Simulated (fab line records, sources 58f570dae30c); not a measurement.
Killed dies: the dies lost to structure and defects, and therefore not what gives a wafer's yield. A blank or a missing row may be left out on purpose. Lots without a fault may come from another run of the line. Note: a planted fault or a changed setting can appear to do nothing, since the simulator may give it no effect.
Lot-split experiment + flow berkeley cmos170 + on a route of 331 steps: 5 lots, 23 wafers read

ON THE SPLIT
At UCB170_PFIELD_COAT_01 (resist thk 900 nm), the setting resist thk nm was moved away from the recipe's 900 nm on 6 of the 23 wafers read, by +2.1% to +5.1%. The other wafers ran this setting at the recipe's value.

The reading is taken at the split's own step.

THE READING
KrF_of_PFIELD_COAT_01.thk nm (the simulator's own value, which no gauge read), in nm, at UCB170_PFIELD_COAT_01 (resist thk 900 nm). There is no usual value for it anywhere in the file. Average 899.9 nm, standard deviation 2.4 nm, over the 17 wafers here run with the recipe.

| wafer  | tool, chamber at the split | resist thk nm as run, nm | against the recipe | KrF_of_PFIELD_COAT_01.thk nm, nm | against lot-mates on the recipe |
|--------|----------------------------|--------------------------|--------------------|----------------------------------|---------------------------------|
| L076.2 | litho track-04, 0          | 900                      | recipe             | 901.2                            | -                               |
| L076.3 | litho track-04, 0          | 900                      | recipe             | 897.5                            | -                               |
| L076.4 | litho track-04, 0          | 900                      | recipe             | 896.7                            | -                               |
| L081.1 | litho track-04, 0          | 900                      | recipe             | 896.9                            | -                               |
| L081.2 | litho track-04, 0          | 946.2                    | +5.1%              | 947.3                            | +49.6                           |
| L081.3 | litho track-04, 0          | 946.2                    | +5.1%              | 945.3                            | +47.6                           |
| L081.5 | litho track-04, 0          | 900                      | recipe             | 897.4                            | -                               |
| L081.6 | litho track-04, 0          | 900                      | recipe             | 898.8                            | -                               |
| L082.1 | litho track-02, 0          | 900                      | recipe             | 899.4                            | -                               |
| L082.2 | litho track-02, 0          | 900                      | recipe             | 897.5                            | -                               |
| L082.3 | litho track-02, 0          | 900                      | recipe             | 899.9                            | -                               |
| L082.4 | litho track-02, 0          | 900                      | recipe             | 898.4                            | -                               |
| L082.5 | litho track-02, 0          | 900                      | recipe             | 899.5                            | -                               |
| L084.1 | litho track-03, 0          | 919.2                    | +2.1%              | 923.3                            | +19.9                           |
| L084.2 | litho track-03, 0          | 919.2                    | +2.1%              | 921                              | +17.6                           |
| L084.4 | litho track-03, 0          | 900                      | recipe             | 903.4                            | -                               |
| L084.5 | litho track-03, 0          | 900                      | recipe             | 903.7                            | -                               |
| L084.6 | litho track-03, 0          | 900                      | recipe             | 903                              | -                               |
| L083.1 | litho track-04, 0          | 900                      | recipe             | 900.9                            | -                               |
| L083.2 | litho track-04, 0          | 900                      | recipe             | 904                              | -                               |
| L083.3 | litho track-04, 0          | 930.3                    | +3.4%              | 928.9                            | +27.2                           |
| L083.4 | litho track-04, 0          | 930.3                    | +3.4%              | 930.8                            | +29.1                           |
| L083.6 | litho track-04, 0          | 900                      | recipe             | 900.3                            | -                               |

FIT RESULTS
A straight line over all 23 wafers: KrF_of_PFIELD_COAT_01.thk nm changes by +9.11 nm for each +1% of resist thk nm; r = +0.99; the points scatter about the line by 2.4 nm.
The same after taking each lot's own level away (the mean of its wafers on the recipe; 23 wafers): +9.13 nm for each +1%; r = +1.00; scatter 1.6 nm.
The reading moves by 47 nm for the largest change in resist thk nm, on that fit.
The lots' own levels span 897.70 to 903.37 nm, that is 2.4 times the standard deviation above.
Hence the lot-to-lot level has little effect on the slope; both slopes agree.
Check: +45.4 nm against its lot-mates is what the line predicts for one of the wafers moved furthest among these (+5.1%) when that wafer is left out of the fit. It came out at +49.6 nm against them.

OTHER SPLITS ON THESE WAFERS
These wafers also went through other splits before the reading. Each is held against what the fit with the lots' levels taken away leaves over:
| other split on the same wafers       | wafers away from the commonest value | r with KrF_of_PFIELD_COAT_01.thk nm (lot level and that fit taken away) |
|--------------------------------------|--------------------------------------|-------------------------------------------------------------------------|
| UCB170_NWELL_OXIDATION_01 ox time s  | 10                                   | -0.27                                                                   |
| UCB170_PWELL_IMPLANT_15 dose cm2     | 7                                    | -0.14                                                                   |
| UCB170_ACTIVE_PEB_11 peb temp c      | 12                                   | +0.41                                                                   |
| UCB170_ACTIVE_ETCH_15 over etch frac | 9                                    | -0.39                                                                   |

THE WHOLE CHAIN: every reading that the file lists as answering this split, in the file's order
| step                   | what it does      | reading                                                                       | change (the file's fit)              | r (the file's) |
|------------------------|-------------------|-------------------------------------------------------------------------------|--------------------------------------|----------------|
| UCB170_PFIELD_COAT_01  | resist thk 900 nm | KrF_of_PFIELD_COAT_01.thk nm (the simulator's own value, which no gauge read) | +9.1 nm for each +1% of the setting  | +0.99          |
| UCB170_PFIELD_STRIP_08 | strips in O2      | strip time to endpoint s                                                      | withheld for each +1% of the setting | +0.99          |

FILE'S OWN FIT
KrF_of_PFIELD_COAT_01.thk nm changes by +9.1 nm for each +1% of resist thk nm, r = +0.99.
